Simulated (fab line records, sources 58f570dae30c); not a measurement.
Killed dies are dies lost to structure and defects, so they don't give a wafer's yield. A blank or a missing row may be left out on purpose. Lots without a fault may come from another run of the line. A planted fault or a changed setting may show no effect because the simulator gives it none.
Which tool did it? | flow berkeley_cmos170 | 16 lots, 48 wafers sampled, at 5 steps of a route of 331

WHAT THE GAUGES READ, wafer by wafer
UCB170_PVT_TW_MEAS_09. Usual: PVT_TW 511, standard deviation 7.
lot  | measured    | on            | PVT_TW      | flag
L325 | day 5 17:31 | film_metro-03 | 502 502 503 |
L326 | day 5 23:10 | film_metro-01 | 517 519 519 |
L327 | day 5 23:28 | film_metro-03 | 501 504 505 |
L329 | day 6 08:10 | film_metro-04 | 518 520 518 |
L328 | day 6 21:03 | film_metro-03 | 505 503 501 |
L330 | day 6 21:19 | film_metro-03 | 504 503 507 |
L331 | day 7 06:17 | film_metro-01 | 517 519 519 |
L332 | day 7 06:28 | film_metro-04 | 515 513 516 |
L333 | day 7 17:07 | film_metro-01 | 523 517 517 |
L334 | day 7 22:53 | film_metro-03 | 502 503 500 |
L335 | day 8 07:36 | film_metro-01 | 517 519 519 |
L337 | day 8 09:20 | film_metro-04 | 517 517 519 |
L339 | day 8 15:34 | film_metro-01 | 519 518 518 |
L341 | day 9 05:58 | film_metro-03 | 507 505 508 |
L342 | day 9 17:03 | film_metro-01 | 515 517 517 |
L343 | day 9 17:34 | film_metro-04 | 518 514 514 |

UCB170_PLDD_CD_MEAS_06: target cd 1200 nm. Usual: cd_nm 1200.1 nm, standard deviation 1.2.
lot  | measured     | on        | cd_nm (nm)           | flag
L325 | day 6 09:01  | cd_sem-02 | 1199.2 1198.4 1199.2 |
L326 | day 6 18:45  | cd_sem-01 | 1201.7 1200.9 1200.2 |
L327 | day 6 18:05  | cd_sem-02 | 1201.7 1200.2 1200.2 |
L329 | day 6 21:55  | cd_sem-02 | 1201.3 1200.6 1200.4 |
L328 | day 7 11:04  | cd_sem-01 | 1201.4 1200.1 1200.2 |
L330 | day 7 11:16  | cd_sem-02 | 1199.3 1199.3 1199.3 |
L331 | day 7 22:52  | cd_sem-02 | 1199.4 1198.3 1200.4 |
L332 | day 7 23:08  | cd_sem-02 | 1197.7 1197.1 1198.8 |
L333 | day 8 04:43  | cd_sem-01 | 1200.6 1199.2 1200.1 |
L334 | day 8 12:34  | cd_sem-01 | 1198.9 1199.4 1198.8 |
L335 | day 8 21:50  | cd_sem-02 | 1201.6 1201.8 1201.8 |
L337 | day 8 22:47  | cd_sem-01 | 1198.5 1200.6 1200.7 |
L339 | day 9 04:34  | cd_sem-01 | 1200.2 1201.6 1200.1 |
L341 | day 10 00:35 | cd_sem-02 | 1199.1 1198.7 1198.7 |
L342 | day 10 09:17 | cd_sem-01 | 1197.7 1197.7 1198.3 |
L343 | day 10 09:33 | cd_sem-02 | 1200.3 1200.7 1200.4 |

UCB170_PLDD_OVL_MEAS_07. Usual: PLDD_OVL 4 nm, standard deviation 5.3.
lot  | measured     | on         | PLDD_OVL (nm) | flag
L325 | day 6 09:08  | overlay-01 | 3 1 4         |
L326 | day 6 18:52  | overlay-02 | -3 -3 4       |
L327 | day 6 18:10  | overlay-02 | -5 8 -2       |
L329 | day 6 22:02  | overlay-01 | 5 -5 9        |
L328 | day 7 11:10  | overlay-01 | 1 5 10        |
L330 | day 7 11:23  | overlay-02 | 12 12 0       |
L331 | day 7 22:59  | overlay-01 | 0 0 1         |
L332 | day 7 23:16  | overlay-02 | 5 -1 11       |
L333 | day 8 04:50  | overlay-01 | -9 6 6        |
L334 | day 8 12:40  | overlay-01 | 4 2 3         |
L335 | day 8 21:56  | overlay-01 | 13 8 5        |
L337 | day 8 22:53  | overlay-02 | 188 180 183   | OFF
L339 | day 9 04:40  | overlay-01 | 181 184 180   | OFF
L341 | day 10 00:41 | overlay-01 | -3 10 0       |
L342 | day 10 09:24 | overlay-02 | 184 188 186   | OFF
L343 | day 10 09:40 | overlay-01 | 186 182 187   | OFF

UCB170_PLDD_TW_MEAS_11. Usual: PLDD_TW 1018, standard deviation 15.
lot  | measured     | on            | PLDD_TW        | flag
L325 | day 6 09:34  | film_metro-02 | 996 996 1001   |
L326 | day 6 19:19  | film_metro-02 | 999 997 1001   |
L327 | day 6 18:37  | film_metro-04 | 1034 1030 1041 |
L329 | day 6 22:28  | film_metro-01 | 1032 1031 1026 |
L328 | day 7 11:36  | film_metro-01 | 1031 1035 1036 |
L330 | day 7 11:53  | film_metro-02 | 993 999 994    |
L331 | day 7 23:28  | film_metro-01 | 1036 1035 1038 |
L332 | day 7 23:41  | film_metro-02 | 999 995 998    |
L333 | day 8 05:16  | film_metro-01 | 1028 1035 1028 |
L334 | day 8 13:07  | film_metro-04 | 1036 1035 1035 |
L335 | day 8 22:23  | film_metro-02 | 999 998 999    |
L337 | day 8 23:19  | film_metro-04 | 1031 1032 1034 |
L339 | day 9 05:06  | film_metro-01 | 1034 1023 1023 |
L341 | day 10 01:08 | film_metro-02 | 1000 1000 1005 |
L342 | day 10 09:50 | film_metro-04 | 1027 1027 1030 |
L343 | day 10 10:06 | film_metro-01 | 1016 1013 1016 |

WHICH TOOL RAN EACH LOT (tool, then ch and the chambers of the sampled wafers, then the start)
lot  | UCB170_PLDD_EXPOSE_03
L325 | krf_scanner-01 ch 0, day 6 08:37
L326 | krf_scanner-01 ch 0, day 6 18:17
L327 | krf_scanner-02 ch 0, day 6 17:41
L329 | krf_scanner-02 ch 0, day 6 21:19
L328 | krf_scanner-01 ch 0, day 7 10:40
L330 | krf_scanner-02 ch 0, day 7 10:53
L331 | krf_scanner-01 ch 0, day 7 22:26
L332 | krf_scanner-01 ch 0, day 7 22:33
L333 | krf_scanner-02 ch 0, day 8 04:19
L334 | krf_scanner-01 ch 0, day 8 12:10
L335 | krf_scanner-01 ch 0, day 8 21:07
L337 | krf_scanner-01 ch 0, day 8 22:05
L339 | krf_scanner-01 ch 0, day 9 04:10
L341 | krf_scanner-02 ch 0, day 9 23:52
L342 | krf_scanner-01 ch 0, day 10 08:54
L343 | krf_scanner-01 ch 0, day 10 09:00
- UCB170_PLDD_EXPOSE_03: exposes mask PSELECT, target cd 1200 nm.

WHAT THE TOOLS THEMSELVES READ (means of the sampled wafers that have a number; where no wafer has one, the mark that the record gives instead)
UCB170_PLDD_EXPOSE_03. Usual: exposure_dose_mJ_cm2 29.990, standard deviation 0.027.
lot  | tool           | exposure_dose_mJ_cm2 | flag
L325 | krf_scanner-01 | 29.971               |
L326 | krf_scanner-01 | 30.035               |
L327 | krf_scanner-02 | 29.966               |
L329 | krf_scanner-02 | 29.972               |
L328 | krf_scanner-01 | 29.967               |
L330 | krf_scanner-02 | 30.000               |
L331 | krf_scanner-01 | 29.991               |
L332 | krf_scanner-01 | 29.986               |
L333 | krf_scanner-02 | 29.971               |
L334 | krf_scanner-01 | 30.005               |
L335 | krf_scanner-01 | 29.994               |
L337 | krf_scanner-01 | 29.980               |
L339 | krf_scanner-01 | 30.021               |
L341 | krf_scanner-02 | 30.009               |
L342 | krf_scanner-01 | 29.991               |
L343 | krf_scanner-01 | 30.025               |

THE ANSWER, worked out from the rows above alone
Rule: a lot is off if the mean of its wafers that have a number lies more than 3 standard deviations from the usual mean. A lot without any number at a reading at which 4 lots or more have one is off too. The other lots that the step has rows for count as sound. The gauges are gone through in route order, then the tools' own readings, and for those a lot's mean is taken as printed above. The first step at which some lot is off is used, and at that step the reading that is off furthest; a lot without a number counts as furthest.
Off: L337, L339, L342, L343, at UCB170_PLDD_OVL_MEAS_07 (PLDD_OVL).
A tool fits if, at a process step before that reading, it ran every lot that is off, and no sound lot after the first of them. The gauges at UCB170_PLDD_OVL_MEAS_07 are tried like those tools. One fits: krf_scanner-01 at UCB170_PLDD_EXPOSE_03. Its last sound lot is L335 (day 8 21:07), its first lot that is off L337 (day 8 22:05): a fault that began between those two fits.

WHAT THE SIMULATOR HAD PUT IN
Scanner matching overlay: krf_scanner-01, from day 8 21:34 on, at UCB170_PLDD_EXPOSE_03. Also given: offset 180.
Lots struck among those shown: L337, L339, L342, L343. The rule above found the same.
